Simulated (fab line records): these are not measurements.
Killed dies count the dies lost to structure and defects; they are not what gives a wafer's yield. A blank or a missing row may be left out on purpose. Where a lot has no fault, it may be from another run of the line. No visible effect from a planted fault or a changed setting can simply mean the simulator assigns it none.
fab line records :: flow berkeley-cmos170
[record]
  lots = 14
  wafers = 42
  last-day = 12
route steps=331 shown GATE@138 NLDD@168 NSD@198 PLDD@208
lots untouched by any fault: they come from a run of this same line in which no faults occurred
start-h: hours from the record's opening day to when the first of the lot's shown wafers began :: wait-h: time in hours since the lot's previous step :: " repeats the value in the row above :: L1.1+2: a single row standing in for several wafers :: - either no value or no given start :: * or withheld: withheld :: < > ~ a bound
route shown NAME@n: a module of which the file shows steps, and the number in the route of the first :: usual: the fault-free wafers' mean and standard deviation :: same: alike in all rows :: chamber/n: place in a boat :: sites: readings site by site :: _std_site: how widely they spread, as a standard deviation :: _edge_site: inner sites' mean taken away from outer sites' mean :: radius-mm: how far each site lies from the wafer's centre :: mask NAME#n: copy n :: behind: the tool/chamber that last shaped the wafer :: hold: why the lot went on hold/how many hours it stayed there/how the hold came to an end :: device: whichever transistor did not switch (one of n, p or np) :: end of line: tests run on the same wafers once the route is complete :: a step without rows: its recipe alone :: killed: dies lost to structure and defects at the first sort, not the wafer's yield :: map: the dies of a wafer, with x for killed, . for not killed, _ for no die there
set.NAME: the run value of the setting; set.NAME@STEP: its run value at that earlier step :: model.NAME: the simulator's own value behind a step, which no gauge read
route steps across a sampled set of lots; one table per step, one row per wafer
services: when a tool's chamber went out of use (start-h, in hours from the record's first day, below 0 if earlier), for how many hours, and the reason
[[steps]]
[step UCB170_GATE_CD_MEAS_12]
[recipe]
  target-cd-nm = 350
[usual]
  cd-nm = 350.5/1.4
lot.wafer: L324.2
tool: cd-sem-02
chamber: -
start-h: 139.82
wait-h: -
cd-nm: 348.3

lot.wafer: L324.4
tool: cd-sem-02
chamber: -
start-h: 139.82
wait-h: -
cd-nm: 348.0

lot.wafer: L324.6
tool: cd-sem-02
chamber: -
start-h: 139.82
wait-h: -
cd-nm: 347.5

lot.wafer: L329.2
tool: cd-sem-02
chamber: -
start-h: 157.80
wait-h: -
cd-nm: 350.5

lot.wafer: L329.3
tool: cd-sem-02
chamber: -
start-h: 157.80
wait-h: -
cd-nm: 350.9

lot.wafer: L329.4
tool: cd-sem-02
chamber: -
start-h: 157.80
wait-h: -
cd-nm: 351.2

lot.wafer: L328.1
tool: cd-sem-01
chamber: -
start-h: 157.98
wait-h: -
cd-nm: 351.5

lot.wafer: L328.3
tool: cd-sem-01
chamber: -
start-h: 157.98
wait-h: -
cd-nm: 351.6

lot.wafer: L328.5
tool: cd-sem-01
chamber: -
start-h: 157.98
wait-h: -
cd-nm: 351.6

lot.wafer: L332.1
tool: cd-sem-02
chamber: -
start-h: 163.48
wait-h: -
cd-nm: 349.6

lot.wafer: L332.3
tool: cd-sem-02
chamber: -
start-h: 163.48
wait-h: -
cd-nm: 349.8

lot.wafer: L332.4
tool: cd-sem-02
chamber: -
start-h: 163.48
wait-h: -
cd-nm: 351.3

lot.wafer: L333.2
tool: cd-sem-01
chamber: -
start-h: 164.50
wait-h: -
cd-nm: 347.3

lot.wafer: L333.3
tool: cd-sem-01
chamber: -
start-h: 164.50
wait-h: -
cd-nm: 348.6

lot.wafer: L333.4
tool: cd-sem-01
chamber: -
start-h: 164.50
wait-h: -
cd-nm: 349.4

lot.wafer: L335.3
tool: cd-sem-01
chamber: -
start-h: 177.28
wait-h: -
cd-nm: 352.4

lot.wafer: L335.4
tool: cd-sem-01
chamber: -
start-h: 177.28
wait-h: -
cd-nm: 351.7

lot.wafer: L335.5
tool: cd-sem-01
chamber: -
start-h: 177.28
wait-h: -
cd-nm: 352.0

lot.wafer: L338.2
tool: cd-sem-02
chamber: -
start-h: 200.04
wait-h: -
cd-nm: 351.2

lot.wafer: L338.4
tool: cd-sem-02
chamber: -
start-h: 200.04
wait-h: -
cd-nm: 350.9

lot.wafer: L338.6
tool: cd-sem-02
chamber: -
start-h: 200.04
wait-h: -
cd-nm: 350.6

lot.wafer: L341.2
tool: cd-sem-01
chamber: -
start-h: 200.70
wait-h: -
cd-nm: 351.5

lot.wafer: L341.3
tool: cd-sem-01
chamber: -
start-h: 200.70
wait-h: -
cd-nm: 350.7

lot.wafer: L341.5
tool: cd-sem-01
chamber: -
start-h: 200.70
wait-h: -
cd-nm: 352.3

lot.wafer: L340.1
tool: cd-sem-02
chamber: -
start-h: 200.75
wait-h: -
cd-nm: 347.7

lot.wafer: L340.2
tool: cd-sem-02
chamber: -
start-h: 200.75
wait-h: -
cd-nm: 349.2

lot.wafer: L340.6
tool: cd-sem-02
chamber: -
start-h: 200.75
wait-h: -
cd-nm: 348.8

lot.wafer: L339.3
tool: cd-sem-01
chamber: -
start-h: 201.00
wait-h: -
cd-nm: 352.2

lot.wafer: L339.5
tool: cd-sem-01
chamber: -
start-h: 201.00
wait-h: -
cd-nm: 351.2

lot.wafer: L339.6
tool: cd-sem-01
chamber: -
start-h: 201.00
wait-h: -
cd-nm: 354.1

lot.wafer: L344.1
tool: cd-sem-01
chamber: -
start-h: 220.39
wait-h: -
cd-nm: 351.8

lot.wafer: L344.2
tool: cd-sem-01
chamber: -
start-h: 220.39
wait-h: -
cd-nm: 350.4

lot.wafer: L344.5
tool: cd-sem-01
chamber: -
start-h: 220.39
wait-h: -
cd-nm: 350.1

lot.wafer: L343.2
tool: cd-sem-01
chamber: -
start-h: 220.77
wait-h: -
cd-nm: 350.6

lot.wafer: L343.4
tool: cd-sem-01
chamber: -
start-h: 220.77
wait-h: -
cd-nm: 350.0

lot.wafer: L343.6
tool: cd-sem-01
chamber: -
start-h: 220.77
wait-h: -
cd-nm: 348.9

lot.wafer: L346.2
tool: cd-sem-02
chamber: -
start-h: 231.15
wait-h: -
cd-nm: 350.0

lot.wafer: L346.3
tool: cd-sem-02
chamber: -
start-h: 231.15
wait-h: -
cd-nm: 348.7

lot.wafer: L346.5
tool: cd-sem-02
chamber: -
start-h: 231.15
wait-h: -
cd-nm: 349.7

lot.wafer: L347.1
tool: cd-sem-02
chamber: -
start-h: 238.10
wait-h: -
cd-nm: 351.1

lot.wafer: L347.2
tool: cd-sem-02
chamber: -
start-h: 238.10
wait-h: -
cd-nm: 349.7

lot.wafer: L347.6
tool: cd-sem-02
chamber: -
start-h: 238.10
wait-h: -
cd-nm: 350.6
[step UCB170_NLDD_STRIP_10]
[recipe]
  chemistry = O2
  power-w = 400
  pressure-mtorr = 3500
  platen-temp-c = withheld
  o2-flow-sccm = 400
  overash-fraction = 0.5
[usual]
  drypump-motor-current-A = 5.6/0.36
  oes-product-au = 0.734/0.0042
  strip-time-to-endpoint-s = 21.65/0.06
lot.wafer: L324.2
tool: plasma-asher-01
chamber: 0
start-h: 143.78
wait-h: 0.1
drypump-motor-current-A: 5.5
oes-product-au: 0.733
rf-hours-counter-h: 39
strip-time-to-endpoint-s: 21.60

lot.wafer: L324.4
tool: plasma-asher-01
chamber: 0
start-h: 143.78
wait-h: 0.1
drypump-motor-current-A: 5.5
oes-product-au: 0.736
rf-hours-counter-h: -
strip-time-to-endpoint-s: 21.64

lot.wafer: L324.6
tool: plasma-asher-01
chamber: 1
start-h: 143.78
wait-h: 0.1
drypump-motor-current-A: 5.9
oes-product-au: 0.733
rf-hours-counter-h: -
strip-time-to-endpoint-s: 21.63

lot.wafer: L329.2
tool: plasma-asher-04
chamber: 1
start-h: 162.59
wait-h: 0.1
drypump-motor-current-A: 5.8
oes-product-au: 0.732
rf-hours-counter-h: 48
strip-time-to-endpoint-s: 21.58

lot.wafer: L329.3
tool: plasma-asher-04
chamber: 1
start-h: 162.59
wait-h: 0.1
drypump-motor-current-A: 5.8
oes-product-au: 0.741
rf-hours-counter-h: -
strip-time-to-endpoint-s: 21.60

lot.wafer: L329.4
tool: plasma-asher-04
chamber: 0
start-h: 162.59
wait-h: 0.1
drypump-motor-current-A: 6.1
oes-product-au: 0.741
rf-hours-counter-h: -
strip-time-to-endpoint-s: 21.64

lot.wafer: L328.1
tool: plasma-asher-03
chamber: 0
start-h: 163.17
wait-h: 0.1
drypump-motor-current-A: 5.3
oes-product-au: 0.737
rf-hours-counter-h: 38
strip-time-to-endpoint-s: 21.66

lot.wafer: L328.3
tool: plasma-asher-03
chamber: 1
start-h: 163.17
wait-h: 0.1
drypump-motor-current-A: 5.1
oes-product-au: 0.730
rf-hours-counter-h: -
strip-time-to-endpoint-s: 21.67

lot.wafer: L328.5
tool: plasma-asher-03
chamber: 1
start-h: 163.17
wait-h: 0.1
drypump-motor-current-A: 5.1
oes-product-au: 0.741
rf-hours-counter-h: -
strip-time-to-endpoint-s: 21.67

lot.wafer: L332.1
tool: plasma-asher-03
chamber: 0
start-h: 170.19
wait-h: 0.1
drypump-motor-current-A: 5.3
oes-product-au: 0.739
rf-hours-counter-h: 39
strip-time-to-endpoint-s: 21.71

lot.wafer: L332.3
tool: plasma-asher-03
chamber: 0
start-h: 170.19
wait-h: 0.1
drypump-motor-current-A: 5.3
oes-product-au: 0.721
rf-hours-counter-h: -
strip-time-to-endpoint-s: 21.74

lot.wafer: L332.4
tool: plasma-asher-03
chamber: 1
start-h: 170.19
wait-h: 0.1
drypump-motor-current-A: 5.1
oes-product-au: 0.724
rf-hours-counter-h: -
strip-time-to-endpoint-s: 21.72

lot.wafer: L333.2
tool: plasma-asher-01
chamber: 0
start-h: 170.46
wait-h: 0.1
drypump-motor-current-A: 5.6
oes-product-au: 0.737
rf-hours-counter-h: 42
strip-time-to-endpoint-s: 21.58

lot.wafer: L333.3
tool: plasma-asher-01
chamber: 0
start-h: 170.46
wait-h: 0.1
drypump-motor-current-A: 5.5
oes-product-au: 0.734
rf-hours-counter-h: -
strip-time-to-endpoint-s: 21.61

lot.wafer: L333.4
tool: plasma-asher-01
chamber: 1
start-h: 170.46
wait-h: 0.1
drypump-motor-current-A: 5.9
oes-product-au: 0.732
rf-hours-counter-h: -
strip-time-to-endpoint-s: 21.57

lot.wafer: L335.3
tool: plasma-asher-03
chamber: 0
start-h: 182.80
wait-h: 0.1
drypump-motor-current-A: 5.2
oes-product-au: 0.733
rf-hours-counter-h: -
strip-time-to-endpoint-s: 21.62

lot.wafer: L335.4
tool: plasma-asher-03
chamber: 1
start-h: 182.80
wait-h: 0.1
drypump-motor-current-A: 5.1
oes-product-au: 0.736
rf-hours-counter-h: -
strip-time-to-endpoint-s: 21.60

lot.wafer: L335.5
tool: plasma-asher-03
chamber: 1
start-h: 182.80
wait-h: 0.1
drypump-motor-current-A: 5.1
oes-product-au: 0.730
rf-hours-counter-h: -
strip-time-to-endpoint-s: 21.64

lot.wafer: L338.2
tool: plasma-asher-01
chamber: 0
start-h: 206.08
wait-h: 0.1
drypump-motor-current-A: 5.5
oes-product-au: 0.733
rf-hours-counter-h: 47
strip-time-to-endpoint-s: 21.66

lot.wafer: L338.4
tool: plasma-asher-01
chamber: 1
start-h: 206.08
wait-h: 0.1
drypump-motor-current-A: 5.9
oes-product-au: 0.734
rf-hours-counter-h: -
strip-time-to-endpoint-s: 21.70

lot.wafer: L338.6
tool: plasma-asher-01
chamber: 1
start-h: 206.08
wait-h: 0.1
drypump-motor-current-A: 6.0
oes-product-au: 0.734
rf-hours-counter-h: -
strip-time-to-endpoint-s: 21.67

lot.wafer: L341.2
tool: plasma-asher-03
chamber: 0
start-h: 206.30
wait-h: 0.1
drypump-motor-current-A: 5.3
oes-product-au: 0.742
rf-hours-counter-h: 43
strip-time-to-endpoint-s: 21.74

lot.wafer: L341.3
tool: plasma-asher-03
chamber: 1
start-h: 206.30
wait-h: 0.1
drypump-motor-current-A: 5.1
oes-product-au: 0.726
rf-hours-counter-h: -
strip-time-to-endpoint-s: 21.71

lot.wafer: L341.5
tool: plasma-asher-03
chamber: 0
start-h: 206.30
wait-h: 0.1
drypump-motor-current-A: 5.3
oes-product-au: 0.730
rf-hours-counter-h: -
strip-time-to-endpoint-s: 21.63

lot.wafer: L340.1
tool: plasma-asher-04
chamber: 0
start-h: 206.84
wait-h: 0.1
drypump-motor-current-A: 6.1
oes-product-au: 0.740
rf-hours-counter-h: 54
strip-time-to-endpoint-s: 21.75

lot.wafer: L340.2
tool: plasma-asher-04
chamber: 1
start-h: 206.84
wait-h: 0.1
drypump-motor-current-A: 5.8
oes-product-au: 0.738
rf-hours-counter-h: 54
strip-time-to-endpoint-s: 21.74

lot.wafer: L340.6
tool: plasma-asher-04
chamber: 0
start-h: 206.84
wait-h: 0.1
drypump-motor-current-A: 6.1
oes-product-au: 0.737
rf-hours-counter-h: -
strip-time-to-endpoint-s: 21.69

lot.wafer: L339.3
tool: plasma-asher-01
chamber: 1
start-h: 206.84
wait-h: 0.1
drypump-motor-current-A: 6.0
oes-product-au: 0.737
rf-hours-counter-h: -
strip-time-to-endpoint-s: 21.65

lot.wafer: L339.5
tool: plasma-asher-01
chamber: 1
start-h: 206.84
wait-h: 0.1
drypump-motor-current-A: 5.9
oes-product-au: 0.734
rf-hours-counter-h: -
strip-time-to-endpoint-s: 21.65

lot.wafer: L339.6
tool: plasma-asher-01
chamber: 0
start-h: 206.84
wait-h: 0.1
drypump-motor-current-A: 5.5
oes-product-au: 0.733
rf-hours-counter-h: -
strip-time-to-endpoint-s: 21.68

lot.wafer: L344.1
tool: plasma-asher-03
chamber: 1
start-h: 224.66
wait-h: 0.1
drypump-motor-current-A: 5.1
oes-product-au: 0.740
rf-hours-counter-h: 45
strip-time-to-endpoint-s: 21.62

lot.wafer: L344.2
tool: plasma-asher-03
chamber: 0
start-h: 224.66
wait-h: 0.1
drypump-motor-current-A: 5.3
oes-product-au: 0.736
rf-hours-counter-h: 45
strip-time-to-endpoint-s: 21.64

lot.wafer: L344.5
tool: plasma-asher-03
chamber: 0
start-h: 224.66
wait-h: 0.1
drypump-motor-current-A: 5.3
oes-product-au: 0.725
rf-hours-counter-h: -
strip-time-to-endpoint-s: 21.66

lot.wafer: L343.2
tool: plasma-asher-01
chamber: 1
start-h: 224.95
wait-h: 0.1
drypump-motor-current-A: 5.9
oes-product-au: 0.733
rf-hours-counter-h: 49
strip-time-to-endpoint-s: 21.74

lot.wafer: L343.4
tool: plasma-asher-01
chamber: 1
start-h: 224.95
wait-h: 0.1
drypump-motor-current-A: 5.9
oes-product-au: 0.738
rf-hours-counter-h: -
strip-time-to-endpoint-s: 21.77

lot.wafer: L343.6
tool: plasma-asher-01
chamber: 0
start-h: 224.95
wait-h: 0.1
drypump-motor-current-A: 5.5
oes-product-au: 0.735
rf-hours-counter-h: -
strip-time-to-endpoint-s: 21.75

lot.wafer: L346.2
tool: plasma-asher-03
chamber: 0
start-h: 235.91
wait-h: 0.1
drypump-motor-current-A: 5.3
oes-product-au: 0.732
rf-hours-counter-h: 47
strip-time-to-endpoint-s: 21.58

lot.wafer: L346.3
tool: plasma-asher-03
chamber: 0
start-h: 235.91
wait-h: 0.1
drypump-motor-current-A: 5.3
oes-product-au: 0.737
rf-hours-counter-h: -
strip-time-to-endpoint-s: 21.58

lot.wafer: L346.5
tool: plasma-asher-03
chamber: 1
start-h: 235.91
wait-h: 0.1
drypump-motor-current-A: 5.1
oes-product-au: 0.730
rf-hours-counter-h: -
strip-time-to-endpoint-s: 21.51

lot.wafer: L347.1
tool: plasma-asher-04
chamber: 0
start-h: 243.06
wait-h: 0.1
drypump-motor-current-A: 6.1
oes-product-au: 0.737
rf-hours-counter-h: 58
strip-time-to-endpoint-s: 21.68

lot.wafer: L347.2
tool: plasma-asher-04
chamber: 1
start-h: 243.06
wait-h: 0.1
drypump-motor-current-A: 5.8
oes-product-au: 0.737
rf-hours-counter-h: 58
strip-time-to-endpoint-s: 21.70

lot.wafer: L347.6
tool: plasma-asher-04
chamber: 0
start-h: 243.06
wait-h: 0.1
drypump-motor-current-A: 6.1
oes-product-au: 0.735
rf-hours-counter-h: -
strip-time-to-endpoint-s: 21.77
[step UCB170_NSD_CLEAN_11]
[recipe]
  chemistry = SPM
  temp-c = 120
  time-s = 600
[usual]
  bath-guard-temp-C = 120.2/0.51
  bath-heat-duty-pct = 14.1/1.2
  time-s = 600/0
lot.wafer: L324.2
tool: wet-bench-03
chamber: 0
start-h: 153.60
wait-h: 0.2
bath-guard-temp-C: 120.7
bath-heat-duty-pct: 14.6
time-s: 600

lot.wafer: L324.4
tool: wet-bench-03
chamber: 0
start-h: 153.60
wait-h: 0.2
bath-guard-temp-C: 121.0
bath-heat-duty-pct: 14.8
time-s: 600

lot.wafer: L324.6
tool: wet-bench-03
chamber: 0
start-h: 153.60
wait-h: 0.2
bath-guard-temp-C: 120.3
bath-heat-duty-pct: 14.7
time-s: 600

lot.wafer: L329.2
tool: wet-bench-03
chamber: 1
start-h: 170.55
wait-h: 0.2
bath-guard-temp-C: 120.1
bath-heat-duty-pct: 15.1
time-s: 600

lot.wafer: L329.3
tool: wet-bench-03
chamber: 1
start-h: 170.55
wait-h: 0.2
bath-guard-temp-C: 120.3
bath-heat-duty-pct: 13.9
time-s: 600

lot.wafer: L329.4
tool: wet-bench-03
chamber: 1
start-h: 170.55
wait-h: 0.2
bath-guard-temp-C: 120.3
bath-heat-duty-pct: 15.1
time-s: 600

lot.wafer: L328.1
tool: wet-bench-02
chamber: 3
start-h: 170.84
wait-h: 0.3
bath-guard-temp-C: -
bath-heat-duty-pct: -
time-s: -

lot.wafer: L328.3
tool: wet-bench-02
chamber: 3
start-h: 170.84
wait-h: 0.3
bath-guard-temp-C: -
bath-heat-duty-pct: -
time-s: -

lot.wafer: L328.5
tool: wet-bench-02
chamber: 3
start-h: 170.84
wait-h: 0.3
bath-guard-temp-C: -
bath-heat-duty-pct: -
time-s: -

lot.wafer: L332.1
tool: wet-bench-02
chamber: 1
start-h: 178.74
wait-h: 0.1
bath-guard-temp-C: -
bath-heat-duty-pct: -
time-s: -

lot.wafer: L332.3
tool: wet-bench-02
chamber: 1
start-h: 178.74
wait-h: 0.1
bath-guard-temp-C: -
bath-heat-duty-pct: -
time-s: -

lot.wafer: L332.4
tool: wet-bench-02
chamber: 1
start-h: 178.74
wait-h: 0.1
bath-guard-temp-C: -
bath-heat-duty-pct: -
time-s: -

lot.wafer: L333.2
tool: wet-bench-03
chamber: 0
start-h: 178.88
wait-h: 0.0
bath-guard-temp-C: 120.7
bath-heat-duty-pct: 14.0
time-s: 600

lot.wafer: L333.3
tool: wet-bench-03
chamber: 0
start-h: 178.88
wait-h: 0.0
bath-guard-temp-C: 120.6
bath-heat-duty-pct: 14.0
time-s: 600

lot.wafer: L333.4
tool: wet-bench-03
chamber: 0
start-h: 178.88
wait-h: 0.0
bath-guard-temp-C: 120.8
bath-heat-duty-pct: 14.1
time-s: 600

lot.wafer: L335.3
tool: wet-bench-04
chamber: 0
start-h: 193.01
wait-h: 0.0
bath-guard-temp-C: 119.6
bath-heat-duty-pct: 12.1
time-s: 600

lot.wafer: L335.4
tool: wet-bench-04
chamber: 0
start-h: 193.01
wait-h: 0.0
bath-guard-temp-C: 119.7
bath-heat-duty-pct: 12.6
time-s: 600

lot.wafer: L335.5
tool: wet-bench-04
chamber: 0
start-h: 193.01
wait-h: 0.0
bath-guard-temp-C: 120.1
bath-heat-duty-pct: 12.2
time-s: 600

lot.wafer: L338.2
tool: wet-bench-02
chamber: 1
start-h: 216.44
wait-h: 0.0
bath-guard-temp-C: 121.1
bath-heat-duty-pct: 13.0
time-s: 600

lot.wafer: L338.4
tool: wet-bench-02
chamber: 1
start-h: 216.44
wait-h: 0.0
bath-guard-temp-C: 120.7
bath-heat-duty-pct: 13.0
time-s: 600

lot.wafer: L338.6
tool: wet-bench-02
chamber: 1
start-h: 216.44
wait-h: 0.0
bath-guard-temp-C: 120.8
bath-heat-duty-pct: 13.1
time-s: 600

lot.wafer: L340.1
tool: wet-bench-02
chamber: 0
start-h: 217.24
wait-h: 0.1
bath-guard-temp-C: 119.8
bath-heat-duty-pct: 16.6
time-s: 600

lot.wafer: L340.2
tool: wet-bench-02
chamber: 0
start-h: 217.24
wait-h: 0.1
bath-guard-temp-C: 119.7
bath-heat-duty-pct: 15.0
time-s: 600

lot.wafer: L340.6
tool: wet-bench-02
chamber: 0
start-h: 217.24
wait-h: 0.1
bath-guard-temp-C: 119.8
bath-heat-duty-pct: 14.8
time-s: 600

lot.wafer: L341.2
tool: wet-bench-02
chamber: 3
start-h: 217.24
wait-h: 0.2
bath-guard-temp-C: 120.9
bath-heat-duty-pct: 14.1
time-s: 600

lot.wafer: L341.3
tool: wet-bench-02
chamber: 3
start-h: 217.24
wait-h: 0.2
bath-guard-temp-C: 120.5
bath-heat-duty-pct: 13.3
time-s: 600

lot.wafer: L341.5
tool: wet-bench-02
chamber: 3
start-h: 217.24
wait-h: 0.2
bath-guard-temp-C: 120.4
bath-heat-duty-pct: 13.0
time-s: 600

lot.wafer: L339.3
tool: wet-bench-02
chamber: 0
start-h: 217.77
wait-h: 0.4
bath-guard-temp-C: 119.5
bath-heat-duty-pct: 15.3
time-s: 600

lot.wafer: L339.5
tool: wet-bench-02
chamber: 0
start-h: 217.77
wait-h: 0.4
bath-guard-temp-C: 119.7
bath-heat-duty-pct: 14.4
time-s: 600

lot.wafer: L339.6
tool: wet-bench-02
chamber: 0
start-h: 217.77
wait-h: 0.4
bath-guard-temp-C: 119.9
bath-heat-duty-pct: 15.7
time-s: 600

lot.wafer: L344.1
tool: wet-bench-03
chamber: 1
start-h: 235.02
wait-h: 0.1
bath-guard-temp-C: 119.9
bath-heat-duty-pct: 16.1
time-s: 600

lot.wafer: L344.2
tool: wet-bench-03
chamber: 1
start-h: 235.02
wait-h: 0.1
bath-guard-temp-C: 120.1
bath-heat-duty-pct: 15.8
time-s: 600

lot.wafer: L344.5
tool: wet-bench-03
chamber: 1
start-h: 235.02
wait-h: 0.1
bath-guard-temp-C: 120.2
bath-heat-duty-pct: 15.1
time-s: 600

lot.wafer: L343.2
tool: wet-bench-03
chamber: 1
start-h: 235.30
wait-h: 0.0
bath-guard-temp-C: 120.4
bath-heat-duty-pct: 16.0
time-s: 600

lot.wafer: L343.4
tool: wet-bench-03
chamber: 1
start-h: 235.30
wait-h: 0.0
bath-guard-temp-C: 119.7
bath-heat-duty-pct: 15.5
time-s: 600

lot.wafer: L343.6
tool: wet-bench-03
chamber: 1
start-h: 235.30
wait-h: 0.0
bath-guard-temp-C: 120.1
bath-heat-duty-pct: 15.7
time-s: 600

lot.wafer: L346.2
tool: wet-bench-02
chamber: 2
start-h: 246.55
wait-h: 0.9
bath-guard-temp-C: 119.9
bath-heat-duty-pct: 12.0
time-s: 600

lot.wafer: L346.3
tool: wet-bench-02
chamber: 2
start-h: 246.55
wait-h: 0.9
bath-guard-temp-C: 119.8
bath-heat-duty-pct: 13.6
time-s: 600

lot.wafer: L346.5
tool: wet-bench-02
chamber: 2
start-h: 246.55
wait-h: 0.9
bath-guard-temp-C: 119.9
bath-heat-duty-pct: 13.1
time-s: 600

lot.wafer: L347.1
tool: wet-bench-04
chamber: 2
start-h: 252.89
wait-h: 0.6
bath-guard-temp-C: 119.6
bath-heat-duty-pct: 15.1
time-s: 600

lot.wafer: L347.2
tool: wet-bench-04
chamber: 2
start-h: 252.89
wait-h: 0.6
bath-guard-temp-C: 120.0
bath-heat-duty-pct: 14.5
time-s: 600

lot.wafer: L347.6
tool: wet-bench-04
chamber: 2
start-h: 252.89
wait-h: 0.6
bath-guard-temp-C: 119.9
bath-heat-duty-pct: 15.2
time-s: 600
[step UCB170_SDANNEAL_RS_MEAS_04]
[recipe]
  thk-meas-gauge = four-point-probe
[usual]
  PLDD_RS = 1032.3/2.9
lot.wafer: L324.2
tool: film-metro-02
chamber: -
start-h: 155.37
wait-h: 0.1
PLDD_RS[ohm/sq]: 1031.5

lot.wafer: L324.4
tool: film-metro-02
chamber: -
start-h: 155.37
wait-h: 0.1
PLDD_RS[ohm/sq]: 1030.0

lot.wafer: L324.6
tool: film-metro-02
chamber: -
start-h: 155.37
wait-h: 0.1
PLDD_RS[ohm/sq]: 1030.4

lot.wafer: L329.2
tool: film-metro-03
chamber: -
start-h: 171.87
wait-h: 0.1
PLDD_RS[ohm/sq]: 1028.0

lot.wafer: L329.3
tool: film-metro-03
chamber: -
start-h: 171.87
wait-h: 0.1
PLDD_RS[ohm/sq]: 1029.4

lot.wafer: L329.4
tool: film-metro-03
chamber: -
start-h: 171.87
wait-h: 0.1
PLDD_RS[ohm/sq]: 1028.9

lot.wafer: L328.1
tool: film-metro-01
chamber: -
start-h: 172.33
wait-h: 0.1
PLDD_RS[ohm/sq]: 1033.1

lot.wafer: L328.3
tool: film-metro-01
chamber: -
start-h: 172.33
wait-h: 0.1
PLDD_RS[ohm/sq]: 1033.3

lot.wafer: L328.5
tool: film-metro-01
chamber: -
start-h: 172.33
wait-h: 0.1
PLDD_RS[ohm/sq]: 1030.4

lot.wafer: L332.1
tool: film-metro-02
chamber: -
start-h: 180.73
wait-h: 0.1
PLDD_RS[ohm/sq]: 1028.8

lot.wafer: L332.3
tool: film-metro-02
chamber: -
start-h: 180.73
wait-h: 0.1
PLDD_RS[ohm/sq]: 1030.1

lot.wafer: L332.4
tool: film-metro-02
chamber: -
start-h: 180.73
wait-h: 0.1
PLDD_RS[ohm/sq]: 1029.2

lot.wafer: L333.2
tool: film-metro-01
chamber: -
start-h: 180.91
wait-h: 0.1
PLDD_RS[ohm/sq]: 1036.8

lot.wafer: L333.3
tool: film-metro-01
chamber: -
start-h: 180.91
wait-h: 0.1
PLDD_RS[ohm/sq]: 1036.8

lot.wafer: L333.4
tool: film-metro-01
chamber: -
start-h: 180.91
wait-h: 0.1
PLDD_RS[ohm/sq]: 1035.9

lot.wafer: L335.3
tool: film-metro-03
chamber: -
start-h: 194.33
wait-h: 0.1
PLDD_RS[ohm/sq]: 1033.3

lot.wafer: L335.4
tool: film-metro-03
chamber: -
start-h: 194.33
wait-h: 0.1
PLDD_RS[ohm/sq]: 1035.8

lot.wafer: L335.5
tool: film-metro-03
chamber: -
start-h: 194.33
wait-h: 0.1
PLDD_RS[ohm/sq]: 1035.0

lot.wafer: L338.2
tool: film-metro-02
chamber: -
start-h: 220.85
wait-h: 0.1
PLDD_RS[ohm/sq]: 1032.9

lot.wafer: L338.4
tool: film-metro-02
chamber: -
start-h: 220.85
wait-h: 0.1
PLDD_RS[ohm/sq]: 1033.5

lot.wafer: L338.6
tool: film-metro-02
chamber: -
start-h: 220.85
wait-h: 0.1
PLDD_RS[ohm/sq]: 1032.4

lot.wafer: L341.2
tool: film-metro-03
chamber: -
start-h: 220.97
wait-h: 0.1
PLDD_RS[ohm/sq]: 1030.1

lot.wafer: L341.3
tool: film-metro-03
chamber: -
start-h: 220.97
wait-h: 0.1
PLDD_RS[ohm/sq]: 1029.7

lot.wafer: L341.5
tool: film-metro-03
chamber: -
start-h: 220.97
wait-h: 0.1
PLDD_RS[ohm/sq]: 1031.2

lot.wafer: L340.1
tool: film-metro-02
chamber: -
start-h: 221.31
wait-h: 0.1
PLDD_RS[ohm/sq]: 1031.4

lot.wafer: L340.2
tool: film-metro-02
chamber: -
start-h: 221.31
wait-h: 0.1
PLDD_RS[ohm/sq]: 1032.1

lot.wafer: L340.6
tool: film-metro-02
chamber: -
start-h: 221.31
wait-h: 0.1
PLDD_RS[ohm/sq]: 1028.2

lot.wafer: L339.3
tool: film-metro-01
chamber: -
start-h: 221.35
wait-h: 0.1
PLDD_RS[ohm/sq]: 1031.2

lot.wafer: L339.5
tool: film-metro-01
chamber: -
start-h: 221.35
wait-h: 0.1
PLDD_RS[ohm/sq]: 1031.8

lot.wafer: L339.6
tool: film-metro-01
chamber: -
start-h: 221.35
wait-h: 0.1
PLDD_RS[ohm/sq]: 1032.5

lot.wafer: L344.1
tool: film-metro-03
chamber: -
start-h: 236.53
wait-h: 0.1
PLDD_RS[ohm/sq]: 1032.1

lot.wafer: L344.2
tool: film-metro-03
chamber: -
start-h: 236.53
wait-h: 0.1
PLDD_RS[ohm/sq]: 1031.5

lot.wafer: L344.5
tool: film-metro-03
chamber: -
start-h: 236.53
wait-h: 0.1
PLDD_RS[ohm/sq]: 1030.9

lot.wafer: L343.2
tool: film-metro-02
chamber: -
start-h: 237.07
wait-h: 0.1
PLDD_RS[ohm/sq]: 1030.5

lot.wafer: L343.4
tool: film-metro-02
chamber: -
start-h: 237.07
wait-h: 0.1
PLDD_RS[ohm/sq]: 1037.1

lot.wafer: L343.6
tool: film-metro-02
chamber: -
start-h: 237.07
wait-h: 0.1
PLDD_RS[ohm/sq]: 1035.6

lot.wafer: L346.2
tool: film-metro-02
chamber: -
start-h: 248.07
wait-h: 0.1
PLDD_RS[ohm/sq]: 1037.3

lot.wafer: L346.3
tool: film-metro-02
chamber: -
start-h: 248.07
wait-h: 0.1
PLDD_RS[ohm/sq]: 1036.9

lot.wafer: L346.5
tool: film-metro-02
chamber: -
start-h: 248.07
wait-h: 0.1
PLDD_RS[ohm/sq]: 1037.1

lot.wafer: L347.1
tool: film-metro-02
chamber: -
start-h: 254.45
wait-h: 0.1
PLDD_RS[ohm/sq]: 1031.8

lot.wafer: L347.2
tool: film-metro-02
chamber: -
start-h: 254.45
wait-h: 0.1
PLDD_RS[ohm/sq]: 1030.5

lot.wafer: L347.6
tool: film-metro-02
chamber: -
start-h: 254.45
wait-h: 0.1
PLDD_RS[ohm/sq]: 1032.3
[[services]]
tool: wet-bench-04
chamber: -
start-h: 124.90
hours: 1.9
kind: pm

tool: plasma-asher-01
chamber: -
start-h: 138.32
hours: 4.1
kind: repair

tool: plasma-asher-04
chamber: -
start-h: 141.74
hours: 1.0
kind: repair

tool: plasma-asher-01
chamber: -
start-h: 232.08
hours: 2.8
kind: repair
[[key]]
[first-sign]
  step = UCB170_NSD_CLEAN_11
  reading = tool-record
  direction = missing
effect none on later readings
met-at UCB170_NSD_CLEAN_11
struck-lots L328,L332
tester-left-out L328,L332
not-acting-at UCB170_GATE_CD_MEAS_12,UCB170_NLDD_STRIP_10,UCB170_SDANNEAL_RS_MEAS_04
[fault]
  kind = skipped-step-whole
  tool = wet-bench-02
  chamber = -
  onset-h = 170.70
  steps = UCB170_NSD_CLEAN_11
  scope = struck-lots-only
// tester-left-out: of these lots the tester's yield and bins aren't shown, on N5 and GAA mostly nor the transistor test; their killed dies are dies lost to structure and defects alone, not to doping, threshold or leakage, so they don't give the yield
